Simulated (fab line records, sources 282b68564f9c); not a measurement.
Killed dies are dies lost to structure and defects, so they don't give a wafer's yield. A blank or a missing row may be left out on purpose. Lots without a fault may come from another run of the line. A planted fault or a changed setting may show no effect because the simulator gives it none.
fab line records | flow rit_cmos
record lots=7 wafers=21 last_day=7
route steps=202 shown WELLDRIVE@50 NWELL@51 PWELL@52 NRETRO@53 PRETRO@64 GATE@75
lots that met no fault: from a run of the same line without faults
start_h: hours from the record's first day to the start of the lot's first wafer shown | wait_h: hours since the lot's step before | " the same as in the row above | L1.1+2: a row that stands for several wafers | - no value, or no start given | * or withheld: withheld | < > ~ a bound
route shown NAME@n: a module of which the file shows steps, and the number in the route of the first | usual: mean/standard deviation of fault-free wafers | same: alike in all rows | chamber/n: place in a boat | sites: the reading at each site | _std_site: their standard deviation | _edge_site: outer sites' mean less inner sites' | radius_mm: how far each site lies from the wafer's centre | mask NAME#n: copy n | behind: the tool/chamber that last shaped the wafer | hold: why the lot was held/for how many hours/how that ended | device: the transistor (n, p or np) that didn't switch | end of line: the same wafers' tests at the end of the route | a step without rows: its recipe alone | killed: dies lost to structure and defects at the first sort, not the wafer's yield | map: a wafer's dies, x killed, . not, _ none there
set.NAME: the setting as run; set.NAME@STEP: as run at that earlier step | model.NAME: the simulator's own value behind a step, which no gauge read
lots at some steps of the route; a table a step, a row a wafer
services: from which hour (start_h, from the record's first day; less than 0 if before it) a tool's chamber was out of use, for how many hours, and why
## steps
# step RIT_WELLDRIVE_ANNEAL_00
# recipe temp_c=1100 time_s=14700 ambient=N2
# step RIT_WELLDRIVE_RS_MEAS_01
# recipe thk_meas_gauge=four-point-probe
# usual NWELL_RS=275.3/0.82
# columns lot.wafer tool chamber start_h wait_h NWELL_RS[ohm/sq]
L530.1 film_metro-03 - 37.87 0.0 274.5
L530.4 " - " " 275.7
L530.5 " - " " 275.2
L534.1 film_metro-03 - 58.63 0.0 275.8
L534.2 " - " " 275.2
L534.4 " - " " 274.5
L541.3 film_metro-01 - 94.28 0.0 276.1
L541.4 " - " " 274.5
L541.6 " - " " 275.0
L542.1 film_metro-02 - 97.79 0.0 275.4
L542.4 " - " " 276.5
L542.6 " - " " 276.9
L543.1 film_metro-02 - 102.99 0.0 275.1
L543.4 " - " " 274.7
L543.6 " - " " 274.7
L544.1 film_metro-02 - 108.07 0.0 274.9
L544.2 " - " " 274.9
L544.4 " - " " 274.3
L550.1 film_metro-02 - 139.67 0.0 274.6
L550.3 " - " " 275.3
L550.6 " - " " 274.2
# step RIT_WELLDRIVE_RS_MEAS_02
# recipe thk_meas_gauge=four-point-probe
# usual PWELL_RS=429.5/1.2
# columns lot.wafer tool chamber start_h wait_h PWELL_RS[ohm/sq]
L530.1 film_metro-03 - 37.99 0.1 429.3
L530.4 " - " " 430.2
L530.5 " - " " 429.5
L534.1 film_metro-03 - 58.75 0.1 428.8
L534.2 " - " " 430.4
L534.4 " - " " 429.4
L541.3 film_metro-01 - 94.40 0.1 429.7
L541.4 " - " " 429.5
L541.6 " - " " 428.5
L542.1 film_metro-02 - 97.91 0.1 428.6
L542.4 " - " " 429.4
L542.6 " - " " 428.9
L543.1 film_metro-02 - 103.11 0.1 431.1
L543.4 " - " " 430.2
L543.6 " - " " 431.4
L544.1 film_metro-02 - 108.19 0.1 430.4
L544.2 " - " " 429.5
L544.4 " - " " 430.0
L550.1 film_metro-02 - 139.79 0.1 430.8
L550.3 " - " " 427.8
L550.6 " - " " 431.1
# step RIT_NRETRO_HMDS_00
# recipe prime_time_s=60 prime_temp_c=140
# step RIT_NRETRO_COAT_01
# recipe resist=NOVOLAK spin_rpm=2000 resist_thk_nm=1300
# step RIT_NRETRO_SOFTBAKE_02
# recipe resist=NOVOLAK temp_c=90.92 time_s=60
# step RIT_NRETRO_EXPOSE_03
# recipe mask_id=M4 na=0.57 target_cd_nm=43900 dose_mj=250
# step RIT_NRETRO_PEB_04
# recipe resist=NOVOLAK temp_c=withheld time_s=withheld
# step RIT_NRETRO_DEVELOP_05
# recipe resist=NOVOLAK develop_time_s=68 dev_temp_c=23
# step RIT_NRETRO_OVL_MEAS_06
# usual NRETRO_OVL=-0.1/2
# columns lot.wafer tool chamber start_h wait_h NRETRO_OVL[nm]
L530.1 overlay-01 - 39.26 - 3.0
L530.4 " - " " 3.8
L530.5 " - " " 1.5
L534.1 overlay-01 - 59.84 - 1.9
L534.2 " - " " 0.7
L534.4 " - " " -0.8
L541.3 overlay-01 - 95.37 - 0.6
L541.4 " - " " 0.6
L541.6 " - " " 1.2
L542.1 overlay-01 - 98.91 - 2.3
L542.4 " - " " 3.1
L542.6 " - " " 0.4
L543.1 overlay-01 - 104.23 - 0.4
L543.4 " - " " 1.4
L543.6 " - " " -1.4
L544.1 overlay-02 - 109.19 - -2.4
L544.2 " - " " -3.4
L544.4 " - " " -3.1
L550.1 overlay-01 - 140.79 - -2.1
L550.3 " - " " -1.6
L550.6 " - " " 1.0
# step RIT_NRETRO_HARDBAKE_07
# recipe resist=NOVOLAK temp_c=140 time_s=120
# step RIT_NRETRO_IMPLANT_08
# recipe species=P energy_kev=70 dose_cm2=1e+13 tilt_deg=7
# step RIT_NRETRO_STRIP_09
# recipe chemistry=O2 time_s=180 resist=NOVOLAK platen_temp_c=withheld power_w=500 pressure_mtorr=4000 o2_flow_sccm=4000
# usual chamber_pressure_mTorr=4000/3.6 drypump_motor_current_A=5.7/0.39
# columns lot.wafer tool chamber start_h wait_h chamber_pressure_mTorr drypump_motor_current_A rf_hours_counter_h model.NOVOLAK_of_NRETRO_COAT_01.thk_nm
L530.1 plasma_asher-03 1 39.69 0.1 4002 5.8 40 0
L530.4 " 1 " " 3995 5.8 - 0
L530.5 " 1 " " 4003 5.8 - 0
L534.1 plasma_asher-02 1 60.28 0.1 4003 5.7 41 0
L534.2 " 0 " " 3998 6.0 41 0
L534.4 " 1 " " 3998 5.8 - 0
L541.3 plasma_asher-01 1 95.85 0.1 - - - 1134
L541.4 " 0 " " - - - 1136
L541.6 " 1 " " - - - 1137
L542.1 plasma_asher-01 1 99.35 0.1 - - - 1134
L542.4 " 0 " " - - - 1134
L542.6 " 0 " " - - - 1138
L543.1 plasma_asher-03 0 104.67 0.1 - - - 1140
L543.4 " 0 " " - - - 1140
L543.6 " 1 " " - - - 1141
L544.1 plasma_asher-03 1 109.62 0.1 4004 5.8 47 0
L544.2 " 0 " " 3999 5.0 47 0
L544.4 " 1 " " 3997 5.8 - 0
L550.1 plasma_asher-02 0 141.23 0.1 4005 6.0 50 0
L550.3 " 1 " " 4002 5.8 - 0
L550.6 " 1 " " 4012 5.8 - 0
# step RIT_NRETRO_TW_MEAS_10
# usual NRETRO_TW=1049/8.5
# columns lot.wafer tool chamber start_h wait_h NRETRO_TW
L530.1 film_metro-02 - 39.87 0.1 1041
L530.4 " - " " 1048
L530.5 " - " " 1049
L534.1 film_metro-02 - 60.45 0.1 1043
L534.2 " - " " 1042
L534.4 " - " " 1045
L541.3 film_metro-04 - 95.99 0.1 1040
L541.4 " - " " 1040
L541.6 " - " " 1041
L542.1 film_metro-01 - 99.52 0.1 1061
L542.4 " - " " 1065
L542.6 " - " " 1057
L543.1 film_metro-02 - 104.84 0.1 1045
L543.4 " - " " 1046
L543.6 " - " " 1044
L544.1 film_metro-04 - 109.80 0.1 1040
L544.2 " - " " 1040
L544.4 " - " " 1040
L550.1 film_metro-04 - 141.40 0.1 1049
L550.3 " - " " 1055
L550.6 " - " " 1058
# step RIT_PRETRO_HMDS_00
# recipe prime_time_s=60 prime_temp_c=140
# step RIT_PRETRO_COAT_01
# recipe resist=NOVOLAK spin_rpm=2000 resist_thk_nm=1300
# step RIT_PRETRO_SOFTBAKE_02
# recipe resist=NOVOLAK temp_c=90 time_s=61.53
# usual plate_sensor_t_centre_C=90.969/0.01 plate_sensor_t_edge_C=91.020/0.0097
# columns lot.wafer tool chamber start_h wait_h plate_sensor_t_centre_C plate_sensor_t_edge_C
L530.1 litho_track-01 0 40.23 0.1 90.978 91.019
L530.4 " 0 " " 90.965 91.037
L530.5 " 0 " " 90.971 91.018
L534.1 litho_track-03 0 60.81 0.1 90.964 91.022
L534.2 " 0 " " 90.976 91.015
L534.4 " 0 " " 90.973 91.030
L541.3 litho_track-03 0 96.38 0.1 90.974 91.013
L541.4 " 0 " " 90.965 91.042
L541.6 " 0 " " 90.959 91.007
L542.1 litho_track-02 0 99.88 0.1 90.970 91.038
L542.4 " 0 " " 90.961 91.007
L542.6 " 0 " " 90.967 91.012
L543.1 litho_track-02 0 105.20 0.1 90.979 91.014
L543.4 " 0 " " 90.969 91.030
L543.6 " 0 " " 90.975 91.023
L544.1 litho_track-02 0 110.16 0.1 90.973 91.018
L544.2 " 0 " " 90.941 91.022
L544.4 " 0 " " 90.970 91.017
L550.1 litho_track-02 0 141.76 0.1 90.984 91.015
L550.3 " 0 " " 90.971 91.003
L550.6 " 0 " " 90.976 91.017
# step RIT_PRETRO_EXPOSE_03
# recipe mask_id=M5 na=0.57 target_cd_nm=43700 dose_mj=250
# step RIT_PRETRO_PEB_04
# recipe resist=NOVOLAK temp_c=withheld time_s=withheld
# step RIT_PRETRO_DEVELOP_05
# recipe resist=NOVOLAK develop_time_s=68 dev_temp_c=23
# step RIT_PRETRO_OVL_MEAS_06
# usual PRETRO_OVL=-1.7/1.3
# columns lot.wafer tool chamber start_h wait_h PRETRO_OVL[nm]
L530.1 overlay-01 - 40.93 - 0.3
L530.4 " - " " -0.4
L530.5 " - " " -0.5
L534.1 overlay-02 - 61.39 - -1.1
L534.2 " - " " -1.9
L534.4 " - " " -1.7
L541.3 overlay-02 - 96.92 - 0.5
L541.4 " - " " 1.1
L541.6 " - " " -0.8
L542.1 overlay-02 - 100.63 - -2.1
L542.4 " - " " -2.8
L542.6 " - " " -2.8
L543.1 overlay-02 - 105.91 - -3.6
L543.4 " - " " 0.1
L543.6 " - " " -2.8
L544.1 overlay-02 - 110.75 - -2.6
L544.2 " - " " -3.7
L544.4 " - " " -1.8
L550.1 overlay-02 - 142.47 - -0.9
L550.3 " - " " 0.4
L550.6 " - " " -1.6
# step RIT_PRETRO_HARDBAKE_07
# recipe resist=NOVOLAK temp_c=140 time_s=120
# step RIT_PRETRO_IMPLANT_08
# recipe species=B energy_kev=45 dose_cm2=1.2e+13 tilt_deg=7
# step RIT_PRETRO_STRIP_09
# recipe chemistry=O2 time_s=180 resist=NOVOLAK platen_temp_c=withheld power_w=500 pressure_mtorr=4000 o2_flow_sccm=4000
# usual chamber_pressure_mTorr=4000/3.7 drypump_motor_current_A=5.6/0.35
# columns lot.wafer tool chamber start_h wait_h chamber_pressure_mTorr drypump_motor_current_A rf_hours_counter_h
L530.1 plasma_asher-03 1 41.37 0.1 4002 5.8 40
L530.4 " 0 " " 4001 4.9 -
L530.5 " 1 " " 4004 5.8 -
L534.1 plasma_asher-04 0 61.83 0.1 3994 5.7 27
L534.2 " 1 " " 3999 5.3 27
L534.4 " 1 " " 4004 5.3 -
L541.3 plasma_asher-02 0 97.40 0.1 4002 5.9 -
L541.4 " 1 " " 4000 5.8 -
L541.6 " 0 " " 3996 5.9 -
L542.1 plasma_asher-04 0 101.06 0.1 3994 5.7 31
L542.4 " 1 " " 4005 5.3 -
L542.6 " 1 " " 3999 5.3 -
L543.1 plasma_asher-04 1 106.34 0.1 3993 5.3 32
L543.4 " 0 " " 3999 5.7 -
L543.6 " 0 " " 4003 5.7 -
L544.1 plasma_asher-04 1 111.18 0.1 4001 5.3 32
L544.2 " 0 " " 4000 5.7 32
L544.4 " 1 " " 4005 5.4 -
L550.1 plasma_asher-02 1 142.90 0.1 4002 5.8 51
L550.3 " 1 " " 3999 5.7 -
L550.6 " 0 " " 4002 6.0 -
# step RIT_PRETRO_TW_MEAS_10
# usual PRETRO_TW=475/4.4
# columns lot.wafer tool chamber start_h wait_h PRETRO_TW
L530.1 film_metro-04 - 41.54 0.1 473
L530.4 " - " " 474
L530.5 " - " " 473
L534.1 film_metro-01 - 62.00 0.1 476
L534.2 " - " " 479
L534.4 " - " " 477
L541.3 film_metro-04 - 97.54 0.1 30
L541.4 " - " " 30
L541.6 " - " " 30
L542.1 film_metro-04 - 101.24 0.1 30
L542.4 " - " " 30
L542.6 " - " " 30
L543.1 film_metro-04 - 106.52 0.1 30
L543.4 " - " " 30
L543.6 " - " " 30
L544.1 film_metro-04 - 111.36 0.1 469
L544.2 " - " " 469
L544.4 " - " " 467
L550.1 film_metro-03 - 143.08 0.1 473
L550.3 " - " " 473
L550.6 " - " " 474
# step RIT_GATE_WET_ETCH_00
# recipe chemistry=BOE target=SiO2 target_depth_nm=56 time_s=60 dry=n2_spin dilution=10:1 temp_c=21.5
## services
# columns tool chamber start_h hours kind
plasma_asher-02 - 30.99 2.8 pm
litho_track-01 - 103.88 - consumable_replace:filter
plasma_asher-01 - 108.75 9.0 pm
plasma_asher-01 0 108.75 9.0 vent_cycle
plasma_asher-01 1 108.75 9.0 vent_cycle
plasma_asher-01 0 117.75 - clean
plasma_asher-01 1 117.75 - clean
plasma_asher-04 - 130.92 14.6 repair
## key
first_sign step=RIT_NRETRO_STRIP_09 reading=tool_record direction=missing
effect step=RIT_PRETRO_TW_MEAS_10 reading=PRETRO_TW direction=down sigmas=99+ usual=475 struck=30
model_effect step=RIT_NRETRO_STRIP_09 value=NOVOLAK_of_NRETRO_COAT_01.thk_nm without=0 struck=1137
met_at RIT_NRETRO_STRIP_09
struck_wafers L541.3,L541.4,L541.6,L542.1,L542.4,L542.6,L543.1,L543.4,L543.6
later_rows_left_out L541.3,L541.4,L541.6,L542.1,L542.4,L542.6,L543.1,L543.4,L543.6
sort_left_out L541.3,L541.4,L541.6,L542.1,L542.4,L542.6,L543.1,L543.4,L543.6
tester_left_out L541,L542,L543
onset_between 39.69 95.85
fault kind=skipped_step_whole tool=plasma_asher-01,plasma_asher-03 chamber=- onset_h=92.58 steps=RIT_NRETRO_STRIP_09 scope=struck_lots_only
# tester_left_out: of these lots the tester's yield and bins aren't shown, on N5 and GAA mostly nor the transistor test; their killed dies are dies lost to structure and defects alone, not to doping, threshold or leakage, so they don't give the yield
# sort_left_out: the simulated sort isn't trusted on such a fault, so these wafers' sort isn't shown, and their yield isn't known
# later_rows_left_out: the simulator's readings of these wafers behind a module that went badly wrong aren't trusted and aren't shown, but for the sort
